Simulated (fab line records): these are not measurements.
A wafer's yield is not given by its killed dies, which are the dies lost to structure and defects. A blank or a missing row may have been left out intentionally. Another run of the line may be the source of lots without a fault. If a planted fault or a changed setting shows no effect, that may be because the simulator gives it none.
Split-lot trial + flow berkeleyCmos170 + on a route of 331 steps: 5 lots, 23 wafers read

## THE SPLIT ITSELF
At UCB170_PWELL_CVD_05 (deposits Si3N4 from SiH2Cl2/NH3, target thk 220 nm, time 3300 s), the setting tempC was moved away from the recipe's 800 C on 15 of the 23 wafers read, by -2.0% to +1.0%. The other wafers ran this setting at the recipe's value.

## FROM THE SPLIT TO THE READING: what the file shows between them, 5 steps
- UCB170_PWELL_THK_MEAS_06
- UCB170_PWELL_COAT_08: resist thk 900 nm (also split here: spinRpm)
- UCB170_PWELL_SOFTBAKE_09: time 60 s
- UCB170_PWELL_EXPOSE_10: exposes mask PWELL, target cd 3000 nm
- UCB170_PWELL_DEVELOP_12: develop time 45 s

## THE READING
oesProductAu, in a.u., at UCB170_PWELL_ETCH_14 (etches Si3N4 in CH3F/Ar/O2, stops on SiO2, target depth 242 nm, time 151 s). On this fab line, fault-free wafers typically give 0.938 a.u. with a standard deviation of 0.016 a.u.

| wafer  | tool, chamber at the split | tempC as run, C | against the recipe | oesProductAu, a.u. | against lot-mates on the recipe |
|--------|----------------------------|-----------------|--------------------|--------------------|---------------------------------|
| L074.2 | lpcvd-01, 0                | 800             | recipe             | 0.932              | -                               |
| L074.3 | lpcvd-01, 0                | 800             | recipe             | 0.952              | -                               |
| L074.4 | lpcvd-01, 0                | 800             | recipe             | 0.964              | -                               |
| L078.1 | -, -                       | 807.3           | +0.9%              | 0.995              | no lot-mate on the recipe       |
| L078.2 | -, -                       | 807.3           | +0.9%              | 1.023              | no lot-mate on the recipe       |
| L078.3 | -, -                       | 807.3           | +0.9%              | 1.018              | no lot-mate on the recipe       |
| L078.5 | -, -                       | 807.3           | +0.9%              | 0.986              | no lot-mate on the recipe       |
| L078.6 | -, -                       | 807.3           | +0.9%              | 0.986              | no lot-mate on the recipe       |
| L079.1 | -, -                       | 800             | recipe             | 0.949              | -                               |
| L079.2 | -, -                       | 800             | recipe             | 0.948              | -                               |
| L079.4 | -, -                       | 800             | recipe             | 0.969              | -                               |
| L079.5 | -, -                       | 800             | recipe             | 0.973              | -                               |
| L079.6 | -, -                       | 800             | recipe             | 0.944              | -                               |
| L077.1 | -, -                       | 784             | -2.0%              | 0.804              | no lot-mate on the recipe       |
| L077.2 | -, -                       | 784             | -2.0%              | 0.791              | no lot-mate on the recipe       |
| L077.3 | -, -                       | 784             | -2.0%              | 0.814              | no lot-mate on the recipe       |
| L077.4 | -, -                       | 784             | -2.0%              | 0.809              | no lot-mate on the recipe       |
| L077.6 | -, -                       | 784             | -2.0%              | 0.807              | no lot-mate on the recipe       |
| L083.1 | -, -                       | 808.1           | +1.0%              | 0.992              | no lot-mate on the recipe       |
| L083.2 | -, -                       | 808.1           | +1.0%              | 0.979              | no lot-mate on the recipe       |
| L083.3 | -, -                       | 808.1           | +1.0%              | 0.980              | no lot-mate on the recipe       |
| L083.4 | -, -                       | 808.1           | +1.0%              | 0.987              | no lot-mate on the recipe       |
| L083.5 | -, -                       | 808.1           | +1.0%              | 0.976              | no lot-mate on the recipe       |

FIT RESULTS
A straight line over all 23 wafers: oesProductAu changes by +0.0631 a.u. for each +1% of tempC; r = +0.97; the points scatter about the line by 0.019 a.u.
Too few moved wafers have a lot-mate on the recipe to fit a line with each lot's own level taken away.

## THE WHOLE CHAIN: every reading that the file lists as answering this split, in the file's order
| step                     | what it does                                                               | reading                                                                      | change (the file's fit)                  | r (the file's) |
|--------------------------|----------------------------------------------------------------------------|------------------------------------------------------------------------------|------------------------------------------|----------------|
| UCB170_PWELL_CVD_05      | deposits Si3N4 from SiH2Cl2/NH3, target thk 220 nm, time 3300 s            | Si3N4_of_PWELL_CVD_05.thkNm (the simulator's own value, which no gauge read) | +29.5 nm for each +1% of the setting     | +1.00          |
| UCB170_PWELL_THK_MEAS_06 |                                                                            | PWELL_NITRIDE_THK                                                            | +29.5 for each +1% of the setting        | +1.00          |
| UCB170_PWELL_ETCH_14     | etches Si3N4 in CH3F/Ar/O2, stops on SiO2, target depth 242 nm, time 151 s | oesProductAu                                                                 | +0.0631 a.u. for each +1% of the setting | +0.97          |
| UCB170_PWELL_ETCH_14     | etches Si3N4 in CH3F/Ar/O2, stops on SiO2, target depth 242 nm, time 151 s | etch.depthNm (the simulator's own value, which no gauge read)                | +26 nm for each +1% of the setting       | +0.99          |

## THE FILE'S OWN FIT
oesProductAu changes by +0.0631 a.u. for each +1% of tempC, r = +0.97.
